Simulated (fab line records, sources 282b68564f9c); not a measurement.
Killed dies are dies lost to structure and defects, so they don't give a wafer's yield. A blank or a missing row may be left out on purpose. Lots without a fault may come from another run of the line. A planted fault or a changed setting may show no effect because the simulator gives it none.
A struck lot beside a sound one | flow rit_cmos | 34 steps out of a route of 202
Sound: wafers L258.1, L258.4, L258.6. Struck: wafers L270.2, L270.3, L270.6. The cause comes at the end.
At each step with rows: each side's tool, then ch and its chambers, then its first start. Under that, the readings that differ: sound wafers | struck wafers | difference of the means | sigmas: that difference in standard deviations of wafers without a fault.
alike: readings whose means differ by less than 2 such deviations, and words and numbers that are the same on both sides. not compared: withheld readings, readings that some wafer has no value for, bounds like >300 that may hide the same value, and numbers for which the record gives no deviation and whose values overlap.
The two part at a step that has a row with sigmas, a row that says differs or no value, or rows on one side only. Numbers that don't overlap but have no deviation are shown without sigmas and don't part them. A reading that every wafer of one side lacks parts them only if that side has two wafers or more.

first, 2 steps without rows for these wafers: RIT_SPACER_CLEAN_02 (cleans in SC2, time 600 s); RIT_SPACER_CVD_03 (deposits Si3N4 from SiH2Cl2/NH3, target thk 250 nm, time 3300 s).
RIT_SPACER_THK_MEAS_04:
  sound on film_metro-01, day 3 14:31; struck on film_metro-04, day 6 02:54
  reading                 | sound             | struck            | difference | sigmas
  SPACER_NITRIDE_THK (nm) | 250.8 251.4 253.5 | 255.3 258.5 257.5 | +5.2       | +2
RIT_SPACER_ETCHBACK_05: etches Si3N4 in SF6/CHF3, stops on SiO2, target depth 250 nm, time 240 s.
  sound on rie_diel-02 ch 1,2,3, day 3 14:34; struck on rie_diel-03 ch 0,2,3, day 6 02:57
  alike: drypump_motor_current_A, oes_product_au, throttle_valve_pct
  not compared: rf_hours_counter_h
then, 6 steps without rows for these wafers: RIT_NSD_HMDS_00 (prime time 60 s); RIT_NSD_COAT_01 (resist thk 1000 nm); RIT_NSD_SOFTBAKE_02 (time 60 s); RIT_NSD_EXPOSE_03 (exposes mask M9, target cd 40700 nm); RIT_NSD_PEB_04; RIT_NSD_DEVELOP_05 (develop time 50 s).
RIT_NSD_OVL_MEAS_06:
  sound on overlay-01, day 3 15:41; struck on overlay-02, day 6 03:57
  alike: NSD_OVL
then, 1 step without rows for these wafers: RIT_NSD_HARDBAKE_07 (time 60 s).
RIT_NSD_IMPLANT_08:
  sound on implanter-03 ch 0, day 3 15:53; struck on implanter-02 ch 0, day 6 04:10
  reading                   | sound                | struck               | difference | sigmas
  beam_energy_keV           | 25.003 25.012 25.016 | 32.485 32.480 32.492 | +7.475     | +99 or more
  model.implant.rp_nm (nm)  | 32.83 32.83 32.83    | 39.63 39.63 39.63    | +6.80      |
  model.implant.drp_nm (nm) | 14.84 14.84 14.84    | 17.72 17.72 17.72    | +2.88      |
RIT_NSD_STRIP_09: strips in O2, time 180 s.
  sound on plasma_asher-04 ch 0,1, day 3 16:02; struck on plasma_asher-03 ch 1, day 6 04:17
  alike: drypump_motor_current_A
  not compared: rf_hours_counter_h
RIT_NSD_TW_MEAS_10:
  sound on film_metro-03, day 3 16:13; struck on film_metro-03, day 6 04:28
  reading | sound          | struck         | difference | sigmas
  NSD_TW  | 3160 3160 3150 | 3392 3376 3368 | +222       | +6
then, 6 steps without rows for these wafers: RIT_PSD_HMDS_00 (prime time 60 s); RIT_PSD_COAT_01 (resist thk 1000 nm); RIT_PSD_SOFTBAKE_02 (time 60 s); RIT_PSD_EXPOSE_03 (exposes mask M10, target cd 40900 nm); RIT_PSD_PEB_04; RIT_PSD_DEVELOP_05 (develop time 50 s).
RIT_PSD_OVL_MEAS_06:
  sound on overlay-02, day 3 17:07; struck on overlay-01, day 6 05:25
  alike: PSD_OVL
then, 2 steps without rows for these wafers: RIT_PSD_HARDBAKE_07 (time 60 s); RIT_PSD_IMPLANT_08.
RIT_PSD_STRIP_09: strips in O2, time 180 s.
  sound on plasma_asher-04 ch 0,1, day 3 17:27; struck on plasma_asher-04 ch 1, day 6 05:45
  alike: drypump_motor_current_A
  not compared: rf_hours_counter_h
RIT_PSD_TW_MEAS_10:
  sound on film_metro-03, day 3 17:38; struck on film_metro-03, day 6 05:56
  alike: PSD_TW
then, 3 steps without rows for these wafers: RIT_SDANNEAL_CLEAN_00 (cleans in SC1, time 600 s); RIT_SDANNEAL_CLEAN_01 (cleans in dHF, time 30 s); RIT_SDANNEAL_CLEAN_02 (cleans in SC2, time 600 s).
RIT_SDANNEAL_RTA_03: time 5 s.
  sound on rtp_anneal-02 ch 0, day 3 18:03; struck on rtp_anneal-01 ch 0, day 6 06:23
  alike: ramp_down_c_per_s, wafer_temp_C_max
RIT_SDANNEAL_RS_MEAS_04: measures by four-point-probe.
  sound on film_metro-01, day 3 18:07; struck on film_metro-03, day 6 06:29
  alike: PSD_RS
RIT_SDANNEAL_RS_MEAS_05: measures by four-point-probe.
  sound on film_metro-01, day 3 18:14; struck on film_metro-03, day 6 06:37
  reading         | sound          | struck         | difference | sigmas
  NSD_RS (ohm/sq) | 84.1 84.3 84.1 | 82.0 82.0 82.0 | -2.2       | -7
RIT_SDANNEAL_RS_MEAS_06: measures by four-point-probe.
  sound on film_metro-01, day 3 18:21; struck on film_metro-03, day 6 06:44
  alike: PLDD_RS
RIT_M1_PROBE_99:
  sound on prober-02, day 4 01:36; struck on prober-01, day 6 15:47
  reading                                | sound                | struck               | difference | sigmas
  model.etest.contact_nplus.end_ohm_um   | 40.93 42.95 40.76    | 36.55 37.43 36.72    | -4.65      |
  model.etest.diode_nplus_pwell.bv_v (V) | 5.961 5.974 5.963    | 6.037 6.075 6.066    | +0.093     |
  model.etest.nmos_narrow.off_log10_a_um | -13.09 -12.98 -13.16 | -13.21 -13.25 -13.34 | -0.19      |
  alike: killed_at_M0_to_M3, killed_at_contacts, killed_at_front_end, killed_dies, killed_on_rim, killed_open, killed_short
  not compared: model.etest.nmos_0p15.junction_log10_a_um, model.etest.nmos_0p15.bv_v, model.etest.nmos_0p3.bv_v

WHERE THEY PART
First at RIT_SPACER_THK_MEAS_04; last, within this record, at RIT_SDANNEAL_RS_MEAS_05. Later steps at which nothing parts them and some readings are alike: RIT_SDANNEAL_RS_MEAS_06, RIT_M1_PROBE_99.

WHY: what the simulator had put in
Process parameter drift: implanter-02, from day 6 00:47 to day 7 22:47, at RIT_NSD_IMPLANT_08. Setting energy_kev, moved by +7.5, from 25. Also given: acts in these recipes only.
